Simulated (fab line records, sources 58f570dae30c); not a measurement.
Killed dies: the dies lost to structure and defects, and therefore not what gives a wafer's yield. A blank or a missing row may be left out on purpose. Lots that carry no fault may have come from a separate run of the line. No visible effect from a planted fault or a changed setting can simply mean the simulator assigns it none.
Comparing a struck lot with a sound one    flow berkeley cmos170    16 steps out of a route of 331
Sound: the wafers L667.1, L667.2, L667.3. Wafers struck: L677.2, L677.4, L677.6. The cause is given at the end.
Per side, at each step with rows, come the tool, then ch with its chambers, and then its first start. Under that, the readings that differ: sound wafers    struck wafers    difference of the means    sigmas: that difference in standard deviations of wafers without a fault.
alike: a reading whose means differ by less than 2 such deviations, as well as words and numbers matching on both sides. not compared: withheld readings; readings where some wafer has no value; bounds like >300 that might hide an equal value; numbers whose values overlap and for which the record gives no deviation.
Wherever a step has rows on one side only, a row that says differs or no value, or a row with sigmas, the two part there. Numbers that don't overlap but have no deviation are shown without sigmas and don't part them. Lack of a reading on every wafer of one side parts them only where that side has two or more wafers.

UCB170_ACTIVE_OVL_MEAS_14:
  sound on overlay-02, day 7 14:43; struck on overlay-02, day 9 01:10
  alike: ACTIVE_OVL
UCB170_ACTIVE_ETCH_15: etches Si3N4 in CH3F/Ar/O2, stops on SiO2, target depth 242 nm, time 151 s.
  sound on rie diel-02 ch 0,1,3, day 7 14:46; struck on rie diel-03 ch 2,3, day 9 01:12
  alike: drypump motor current A, oes product au, throttle valve pct
  not compared: rf hours counter h
UCB170_ACTIVE_STRIP_16: strips in O2.
  sound on plasma asher-04 ch 0,1, day 7 14:52; struck on plasma asher-03 ch 0, day 9 01:18
reading                       sound              struck             difference  sigmas
strip time to endpoint s (s)  17.93 18.01 17.88  18.10 18.14 18.21  +0.21       +2
  alike: drypump motor current A, oes product au
  not compared: rf hours counter h
UCB170_ACTIVE_CD_MEAS_90 targets a cd of 1200 nm.
  sound on cd sem-01, day 7 15:05; struck on cd sem-02, day 9 01:25
  alike: cd nm
then, 7 steps without rows for these wafers: UCB170_ACTIVE_CLEAN_17 (cleans in SPM, time 600 s); UCB170_PFIELD_HMDS_00 (prime time 60 s); UCB170_PFIELD_COAT_01 (resist thk 900 nm); UCB170_PFIELD_SOFTBAKE_02 (time 60 s); UCB170_PFIELD_EXPOSE_03 (exposes mask PFIELD, target cd 1500 nm); UCB170_PFIELD_PEB_04; UCB170_PFIELD_DEVELOP_05 (develop time 45 s).
UCB170_PFIELD_OVL_MEAS_06:
  sound on overlay-02, day 7 16:29; struck on overlay-01, day 9 03:41
  alike: PFIELD_OVL
UCB170_PFIELD_IMPLANT_07:
  sound on implanter-04 ch 0, day 7 16:31; struck on implanter-01 ch 0, day 9 03:44
reading             sound             struck          difference  sigmas
beam on s (s)       10.02 9.86 10.02  8.16 8.10 7.81  -1.94       -9
faraday current uA  63.2 64.0 63.3    77.7 78.6 81.0  +15.6       +11
  alike: tilt deg
UCB170_PFIELD_STRIP_08: strips in O2.
  sound on plasma asher-03 ch 0,1, day 7 16:40; struck on plasma asher-01 ch 0,1, day 9 03:52
  alike: drypump motor current A, oes product au, strip time to endpoint s
  not compared: rf hours counter h
UCB170_PFIELD_TW_MEAS_09:
  sound on film metro-02, day 7 16:46; struck on film metro-02, day 9 04:11
reading    sound        struck       difference  sigmas
PFIELD_TW  605 602 604  559 558 560  -45         -12
  not compared: hold
after that, 1 step had no rows for these wafers: UCB170_M3_PROBE_99.

## WHERE THEY PART
Last at UCB170_PFIELD_TW_MEAS_09 as far as this record goes, first at UCB170_ACTIVE_STRIP_16.

WHY: what the simulator had put in
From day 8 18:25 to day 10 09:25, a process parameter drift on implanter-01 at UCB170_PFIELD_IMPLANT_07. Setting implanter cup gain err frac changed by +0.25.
